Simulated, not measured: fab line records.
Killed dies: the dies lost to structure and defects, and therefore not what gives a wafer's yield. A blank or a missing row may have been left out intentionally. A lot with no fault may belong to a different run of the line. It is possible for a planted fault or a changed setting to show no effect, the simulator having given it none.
What tool caused it?    flow rit cmos    45 wafers from 15 lots sampled at 3 of the route's 202 steps

WHAT THE GAUGES SHOWED, per wafer
RIT_ACTIVE_THK_MEAS_02. Usual: ACTIVE_OXIDE_THK gives 46.9 nm (standard deviation 0.76).
lot   measured     on             ACTIVE_OXIDE_THK (nm)  flag
L651  day 1 13:00  film metro-02  48.2 47.5 47.4         
L653  day 2 02:28  film metro-03  47.4 47.2 47.4         
L654  day 2 04:24  film metro-03  47.5 47.2 46.7         
L657  day 2 18:22  film metro-01  46.4 46.7 45.7         
L658  day 2 23:43  film metro-03  47.5 48.6 47.3         
L659  day 3 04:07  film metro-01  45.4 44.9 45.9         
L663  day 4 01:22  film metro-03  47.6 47.4 47.8         
L665  day 4 10:40  film metro-02  47.3 47.1 47.9         
L666  day 4 15:25  film metro-02  47.3 47.4 47.1         
L667  day 4 20:03  film metro-02  48.2 47.9 47.6         
L668  day 5 02:56  film metro-02  46.9 46.8 47.2         
L669  day 5 06:23  film metro-01  46.7 46.5 47.7         
L671  day 5 16:04  film metro-01  47.5 47.4 47.4         
L672  day 5 21:58  film metro-02  45.5 45.5 46.6         
L673  day 6 03:43  film metro-02  47.1 46.9 47.2         

RIT_NSD_OVL_MEAS_06. Usual: NSD_OVL gives 0.7 nm (standard deviation 1.4).
lot   measured     on          NSD_OVL (nm)    flag
L651  day 3 08:03  overlay-02  -0.4 1.4 2.6    
L653  day 3 16:29  overlay-02  0.1 0.3 2.4     
L654  day 3 23:31  overlay-01  3.6 2.5 2.3     
L657  day 4 16:55  overlay-02  -1.5 0.2 -1.2   
L658  day 4 15:10  overlay-01  1.1 2.8 2.2     
L659  day 4 20:15  overlay-02  3.1 2.6 2.2     
L663  day 5 20:38  overlay-02  2.3 2.8 2.8     
L665  day 6 02:51  overlay-01  -0.6 -0.1 -1.2  
L669  day 7 03:49  overlay-02  -0.2 -2.3 -0.3  
L671  day 7 09:53  overlay-02  -1.4 -1.7 -1.9  
L672  day 7 13:28  overlay-01  -0.1 0.3 0.0    
L673  day 7 18:17  overlay-02  1.1 0.0 -1.3    

WHAT TOOL EACH LOT RAN ON (gives the tool, then ch and the chambers of the sampled wafers, and finally the start)
lot   RIT_ACTIVE_DEVELOP_10
L651  litho track-01 ch 0, day 1 15:00
L653  litho track-01 ch 0, day 2 04:00
L654  litho track-01 ch 0, day 2 06:00
L657  litho track-01 ch 0, day 2 20:00
L658  litho track-04 ch 0, day 3 02:00
L659  litho track-04 ch 0, day 3 06:00
L663  litho track-02 ch 0, day 4 05:00
L665  litho track-04 ch 0, day 4 13:00
L666  litho track-01, day 4 17:00
L667  litho track-02, day 4 22:00
L668  litho track-01, day 5 06:00
L669  litho track-01 ch 0, day 5 10:00
L671  litho track-01 ch 0, day 5 18:00
L672  litho track-04 ch 0, day 6 00:00
L673  litho track-02 ch 0, day 6 06:00
- RIT_ACTIVE_DEVELOP_10: develop time 50 s.

WHAT THE TOOLS THEMSELVES READ (means of the sampled wafers that have a number; where no wafer has one, the mark that the record gives instead)
RIT_ACTIVE_DEVELOP_10. Usual: 23.02 C for chill plate temp C, sd 0.11.
lot   tool            chill plate temp C (C)  flag
L651  litho track-01  22.92                   
L653  litho track-01  23.07                   
L654  litho track-01  22.96                   
L657  litho track-01  23.06                   
L658  litho track-04  23.03                   
L659  litho track-04  23.02                   
L663  litho track-02  23.06                   
L665  litho track-04  22.99                   
L666  litho track-01  -                       OFF
L667  litho track-02  -                       OFF
L668  litho track-01  -                       OFF
L669  litho track-01  23.01                   
L671  litho track-01  22.95                   
L672  litho track-04  22.97                   
L673  litho track-02  22.92                   

THE ANSWER, worked out from the rows above alone
Rule: a lot is off if the mean of its wafers that have a number lies more than 3 standard deviations from the usual mean. A lot without any number at a reading at which 4 lots or more have one is off too. Any other lot the step has rows for is counted as sound. The gauges are gone through in route order, then the tools' own readings, and for those a lot's mean is taken as printed above. The first step at which some lot is off is used, and at that step the reading that is off furthest; a lot without a number counts as furthest.
Off at RIT_ACTIVE_DEVELOP_10 (chill plate temp C): L666, L667, L668. Without a number there: L666, L667, L668.
A tool fits if, at that step or a process step before it, it ran every lot that is off, and no sound lot after the first of them. Not one of the candidates tried fits.

WHAT WAS PUT IN BY THE SIMULATOR
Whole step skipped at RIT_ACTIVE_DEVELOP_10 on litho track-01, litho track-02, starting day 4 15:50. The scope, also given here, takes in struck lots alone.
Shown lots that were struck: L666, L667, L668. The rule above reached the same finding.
